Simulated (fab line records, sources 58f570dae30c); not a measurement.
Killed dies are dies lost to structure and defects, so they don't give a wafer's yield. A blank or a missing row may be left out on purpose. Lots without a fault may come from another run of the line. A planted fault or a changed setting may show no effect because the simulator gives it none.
fab line records | flow berkeley_cmos170
record lots=6 wafers=18 last_day=12
route steps=331 shown NWELL@33 PWELL@34
lots that met no fault: from a run of the same line without faults
start_h: hours from the record's first day to the start of the lot's first wafer shown | wait_h: hours since the lot's step before | " the same as in the row above | L1.1+2: a row that stands for several wafers | - no value, or no start given | * or withheld: withheld | < > ~ a bound
route shown NAME@n: a module of which the file shows steps, and the number in the route of the first | usual: mean/standard deviation of fault-free wafers | same: alike in all rows | chamber/n: place in a boat | sites: the reading at each site | _std_site: their standard deviation | _edge_site: outer sites' mean less inner sites' | radius_mm: how far each site lies from the wafer's centre | mask NAME#n: copy n | behind: the tool/chamber that last shaped the wafer | hold: why the lot was held/for how many hours/how that ended | device: the transistor (n, p or np) that didn't switch | end of line: the same wafers' tests at the end of the route | a step without rows: its recipe alone | killed: dies lost to structure and defects at the first sort, not the wafer's yield | map: a wafer's dies, x killed, . not, _ none there
set.NAME: the setting as run; set.NAME@STEP: as run at that earlier step | model.NAME: the simulator's own value behind a step, which no gauge read
lots at some steps of the route; a table a step, a row a wafer
services: from which hour (start_h, from the record's first day; less than 0 if before it) a tool's chamber was out of use, for how many hours, and why
## steps
# step UCB170_NWELL_WET_ETCH_19
# recipe chemistry=BOE dilution=5:1 target=SiO2 temp_c=25 time_s=22
# step UCB170_PWELL_CLEAN_00
# recipe chemistry=SPM temp_c=120 time_s=600
# step UCB170_PWELL_CLEAN_01
# recipe chemistry=dHF dilution=25:1 time_s=60
# step UCB170_PWELL_OXIDATION_02
# recipe temp_c=1000 ambient=O2 target_thk_a=264 ox_time_s=1260
# step UCB170_PWELL_THK_MEAS_03
# recipe reads=SiO2_of_PWELL_OXIDATION_02
# usual PWELL_OXIDE_THK=26.4/0.48
# columns lot.wafer tool chamber start_h wait_h PWELL_OXIDE_THK[nm]
L196.2 film_metro-01 - 55.56 0.0 25.8
L196.4 " - " " 25.9
L196.6 " - " " 25.6
L197.2 film_metro-04 - 61.19 0.0 25.6
L197.3 " - " " 26.1
L197.6 " - " " 26.1
L206.1 film_metro-01 - 107.20 0.0 26.4
L206.2 " - " " 26.5
L206.3 " - " " 26.2
L207.2 film_metro-04 - 120.39 0.0 26.3
L207.3 " - " " 26.3
L207.4 " - " " 26.4
L213.2 film_metro-04 - 141.37 0.0 25.2
L213.3 " - " " 26.4
L213.5 " - " " 25.8
L216.2 film_metro-01 - 157.29 0.0 25.6
L216.5 " - " " 25.3
L216.6 " - " " 25.4
# step UCB170_PWELL_ANNEAL_04
# recipe temp_c=1000 time_s=900 ambient=N2
# step UCB170_PWELL_CVD_05
# recipe material=Si3N4 target_thk_nm=220 temp_c=800 precursor=SiH2Cl2/NH3 time_s=3300 pressure_mtorr=200 sih2cl2_flow_sccm=25 nh3_flow_sccm=75
# step UCB170_PWELL_THK_MEAS_06
# recipe reads=Si3N4_of_PWELL_CVD_05
# usual PWELL_NITRIDE_THK=220.2/1.8
# columns lot.wafer tool chamber start_h wait_h PWELL_NITRIDE_THK[nm]
L196.2 film_metro-04 - 61.48 0.0 220.0
L196.4 " - " " 220.9
L196.6 " - " " 221.9
L197.2 film_metro-02 - 68.00 0.0 221.1
L197.3 " - " " 221.1
L197.6 " - " " 221.8
L206.1 film_metro-02 - 113.98 0.0 216.9
L206.2 " - " " 217.0
L206.3 " - " " 217.9
L207.2 film_metro-01 - 126.93 0.0 219.2
L207.3 " - " " 218.6
L207.4 " - " " 218.0
L213.2 film_metro-02 - 147.33 0.1 219.7
L213.3 " - " " 219.8
L213.5 " - " " 219.2
L216.2 film_metro-02 - 163.20 0.0 220.6
L216.5 " - " " 219.1
L216.6 " - " " 219.5
# step UCB170_PWELL_HMDS_07
# recipe prime_time_s=60 prime_temp_c=100
# step UCB170_PWELL_COAT_08
# recipe resist=KrF spin_rpm=1500 resist_thk_nm=900
# step UCB170_PWELL_SOFTBAKE_09
# recipe resist=KrF temp_c=130 time_s=60
# step UCB170_PWELL_EXPOSE_10
# recipe mask_id=PWELL target_cd_nm=3000 na=0.5 sigma_outer=0.6 source_shape=conventional dose_mj=19
# step UCB170_PWELL_PEB_11
# recipe peb_temp_c=130 peb_time_s=withheld resist=KrF
# usual chill_plate_temp_C=22.99/0.095 exhaust_pa=45.2/0.79
# columns lot.wafer tool chamber start_h wait_h chill_plate_temp_C exhaust_pa
L196.2 litho_track-01 - 62.25 0.1 - -
L196.4 " - " " - -
L196.6 " - " " - -
L197.2 litho_track-01 - 69.03 0.1 - -
L197.3 " - " " - -
L197.6 " - " " - -
L206.1 litho_track-03 0 114.86 0.1 22.92 44.2
L206.2 " 0 " " 22.95 43.9
L206.3 " 0 " " 22.87 45.1
L207.2 litho_track-04 0 129 - 22.88 46.4
L207.3 " 0 " " 23.08 45.7
L207.4 " 0 " " 22.81 45.4
L213.2 litho_track-04 0 148.28 0.1 23.14 46.1
L213.3 " 0 " " 23.16 46.3
L213.5 " 0 " " 23.17 44.0
L216.2 litho_track-01 0 164.74 0.7 23.18 46.1
L216.5 " 0 " " 23.15 46.1
L216.6 " 0 " " 23.13 47.4
# step UCB170_PWELL_DEVELOP_12
# recipe developer=TMAH develop_time_s=45 resist=KrF dev_temp_c=21
## services
# columns tool chamber start_h hours kind
litho_track-01 - 149.99 - consumable_replace:filter
## key
first_sign step=UCB170_PWELL_PEB_11 reading=tool_record direction=missing
effect none on later readings
met_at UCB170_PWELL_PEB_11
struck_wafers L196.2,L196.4,L196.6,L197.2,L197.3,L197.6
later_rows_left_out L196.2,L196.4,L196.6,L197.2,L197.3,L197.6
sort_left_out L196.2,L196.4,L196.6,L197.2,L197.3,L197.6
tester_left_out L196,L197
fault kind=skipped_step_whole tool=litho_track-01 chamber=- onset_h=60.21 steps=UCB170_PWELL_PEB_11 scope=struck_lots_only
# tester_left_out: of these lots the tester's yield and bins aren't shown, on N5 and GAA mostly nor the transistor test; their killed dies are dies lost to structure and defects alone, not to doping, threshold or leakage, so they don't give the yield
# sort_left_out: the simulated sort isn't trusted on such a fault, so these wafers' sort isn't shown, and their yield isn't known
# later_rows_left_out: the simulator's readings of these wafers behind a module that went badly wrong aren't trusted and aren't shown, but for the sort
